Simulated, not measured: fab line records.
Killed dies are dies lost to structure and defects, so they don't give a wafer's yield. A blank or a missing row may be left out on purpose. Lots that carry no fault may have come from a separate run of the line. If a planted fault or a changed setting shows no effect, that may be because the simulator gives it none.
Problem report in the 8D (eight disciplines) form, filled by code || flow rit_cmos || the parts of the form that need people (team, actions taken, sign-off) are left out

== 1. THE PROBLEM ==
Wafers without a fault read 2000.0 W with a standard deviation of 0.38, while cathode_dc_power_W at RIT_M1_SPUTTER_00 averages 2047.4 W across 3 wafers of 1 lot. That is +99 or more standard deviations from the usual mean.
The step: material Al, target thk 400 nm, time 500 s.
First observed at day 4 21:44: wafer L832.2, on pvd_sputter-01. At this step, 15 wafers from 5 lots have a number in the record. By rule, "out" or "out of limits" means more than 4 standard deviations away from the usual mean. Any other wafer with a number is counted as sound.

== 2. WHAT THIS IS AND IS NOT ==
{"question": "which readings at this step", "is": "cathode_dc_power_W", "is not": "throttle_valve_pct"}
{"question": "which lots", "is": "L832", "is not": "L826, L827, L837, L839"}
{"question": "which wafers of those lots", "is": "all that have a number", "is not": "-"}
{"question": "read on which tools", "is": "pvd_sputter-01", "is not": "pvd_sputter-03, pvd_sputter-04"}
{"question": "when", "is": "from day 4 21:44", "is not": "up to then (6 sound wafers); but 6 sound wafers of L837, L839 came after"}

== 3. WHAT RULES OUT EACH SUSPECT ==
Counting: any tool at a process step up to the reading is kept as a suspect provided that every lot that is out went through it and no sound lot did after the first of them.
- rie_diel-04 at RIT_CONTACT_ETCH_11 (etches SiO2 in CHF3/CF4/Ar, stops on TiSi2, target depth 480 nm, time 320 s): kept. It ran the lot that is out, L832 (day 4 20:53), and no sound lot after that; its last sound lot up to then is L826 (day 3 04:12).
- plasma_asher-02 at RIT_CONTACT_STRIP_12 (strips in O2, time 180 s): kept. It ran the lot that is out, L832 (day 4 21:05), and no sound lot after that.
- pvd_sputter-01 at RIT_M1_SPUTTER_00 (material Al, target thk 400 nm, time 500 s): kept. It ran the lot that is out, L832 (day 4 21:44), and no sound lot after that; its last sound lot up to then is L826 (day 3 05:04). Its own readings are out on those wafers: cathode_dc_power_W.
After the count, these remain: rie_diel-04 at RIT_CONTACT_ETCH_11, plasma_asher-02 at RIT_CONTACT_STRIP_12 and pvd_sputter-01 at RIT_M1_SPUTTER_00.

== 4. THE CAUSE (what the simulator had put in) ==
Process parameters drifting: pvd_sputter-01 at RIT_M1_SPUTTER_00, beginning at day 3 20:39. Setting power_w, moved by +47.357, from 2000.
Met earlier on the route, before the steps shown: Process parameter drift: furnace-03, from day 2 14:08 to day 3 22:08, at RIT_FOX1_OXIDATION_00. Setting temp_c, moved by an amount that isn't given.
3 suspects survive the count, and this tool is in that group.

== 5. SEQUENCE OF EFFECTS, ordered by route ==
Rows list readings where the struck wafers' mean (over those with a number) sits beyond 3 standard deviations from the usual. Readings are gone through only where the record gives a usual standard deviation; hours: the median, over the lots, of the time from a lot's start at the first step in this table giving one to that lot's start at this step; sigmas: the change measured in usual standard deviations.
{"hours": 0, "step": "RIT_M1_SPUTTER_00", "reading": "cathode_dc_power_W", "usual": "2000.0 W", "on struck wafers": 2047.4, "change": "+47.4", "sigmas": "+99 or more"}
Process steps it contains:
- RIT_M1_SPUTTER_00: material Al, target thk 400 nm, time 500 s.
Later measuring or inspecting steps at which every struck wafer that the step has a row for has a number for every such reading, and none has moved that far: RIT_M1_RS_MEAS_01, RIT_M1_THK_MEAS_02, RIT_M1_CD_MEAS_09, RIT_M1_OVL_MEAS_10.

== 6. HOW IT WOULD HAVE BEEN CAUGHT EARLIER ==
In this record the first reading out of limits was taken at day 4 21:44, 25 hours after the fault began at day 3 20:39.
